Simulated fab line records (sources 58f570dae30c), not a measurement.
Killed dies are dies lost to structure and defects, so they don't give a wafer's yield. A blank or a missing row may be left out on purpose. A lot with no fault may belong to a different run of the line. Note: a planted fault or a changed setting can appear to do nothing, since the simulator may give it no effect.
Comparing a struck lot with a sound one -- flow berkeley cmos170 -- 15 out of 331 route steps
Sound: these wafers, L905.1, L905.2, L905.5. Struck: wafers L910.2, L910.4 (left out: L910.3, a lot-mate that was not struck); the cause follows at the end.
Per side, at each step with rows, come the tool, then ch with its chambers, and then its first start. Under that, the readings that differ: sound wafers -- struck wafers -- difference of the means -- sigmas: that difference in standard deviations of wafers without a fault.
alike: readings whose means differ by less than 2 such deviations, and words and numbers that are the same on both sides. not compared: withheld readings, readings that some wafer has no value for, bounds like >300 that may hide the same value, and numbers for which the record gives no deviation and whose values overlap.
The two part at a step that has a row with sigmas, a row that says differs or no value, or rows on one side only. Numbers that have no deviation but don't overlap get no sigmas and don't part them. A reading missing from all wafers of one side parts the sides only when that side holds two or more wafers.

UCB170_V1_BOW_MEAS_03:
  sound on film metro-04, day 8 08:35; struck on film metro-02, day 9 08:45
  alike: V1_BOW
UCB170_V1_THK_MEAS_04:
  sound on film metro-04, day 8 08:43; struck on film metro-02, day 9 08:52
  alike: V1_POLISHED_THK
then, 7 steps without rows for these wafers: UCB170_V1_CLEAN_05 (cleans in DIW); UCB170_V1_HMDS_06 (prime time 60 s); UCB170_V1_COAT_07 (resist thk 900 nm); UCB170_V1_SOFTBAKE_08 (time 60 s); UCB170_V1_EXPOSE_09 (exposes mask VIA1, target cd 700 nm); UCB170_V1_PEB_10; UCB170_V1_DEVELOP_11 (develop time 45 s).
UCB170_V1_CD_MEAS_12: the cd target is 700 nm.
  sound on cd sem-01, day 8 10:23; struck on cd sem-02, day 9 12:05
  alike: cd nm
UCB170_V1_OVL_MEAS_13:
  sound on overlay-02, day 8 10:30; struck on overlay-02, day 9 12:11
  alike: V1_OVL
UCB170_V1_ETCH_14: etches SiO2 in CHF3/CF4/Ar, stops on Al, target depth 1250 nm, time 291 s.
  sound on rie diel-02 ch 0,3, day 8 10:32; struck on rie diel-02 ch 2,3, day 9 12:13
  alike: chamber pressure mTorr, drypump motor current A, oes product au, throttle valve pct
  not compared: rf hours counter h
UCB170_V1_STRIP_15: strips in O2.
  sound on plasma asher-01 ch 0,1, day 8 10:43; struck on plasma asher-01 ch 0, day 9 12:24
reading,sound,struck,difference,sigmas
chamber pressure mTorr (mTorr),3496 3505 3504,2802 2802,-700,-99 or more
strip time to endpoint s (s),15.59 15.22 15.48,15.86 15.68,+0.34,+3
  alike: drypump motor current A, o2 flow sccm, oes product au
  not compared: rf hours counter h
UCB170_V1_CD_MEAS_90: the cd target is 700 nm.
  sound on cd sem-01, day 8 10:49; struck on cd sem-02, day 9 12:31
  alike: cd nm
UCB170_M3_PROBE_99:
  record: rows for the struck wafers here (prober-01, day 10 02:37), none for the sound ones

## WHERE THEY PART
Earliest at UCB170_V1_STRIP_15; latest, in this record, at UCB170_M3_PROBE_99.

WHY: whatever the simulator had introduced
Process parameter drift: plasma asher-01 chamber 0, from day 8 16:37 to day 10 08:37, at UCB170_V1_STRIP_15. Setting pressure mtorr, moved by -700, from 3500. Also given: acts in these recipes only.
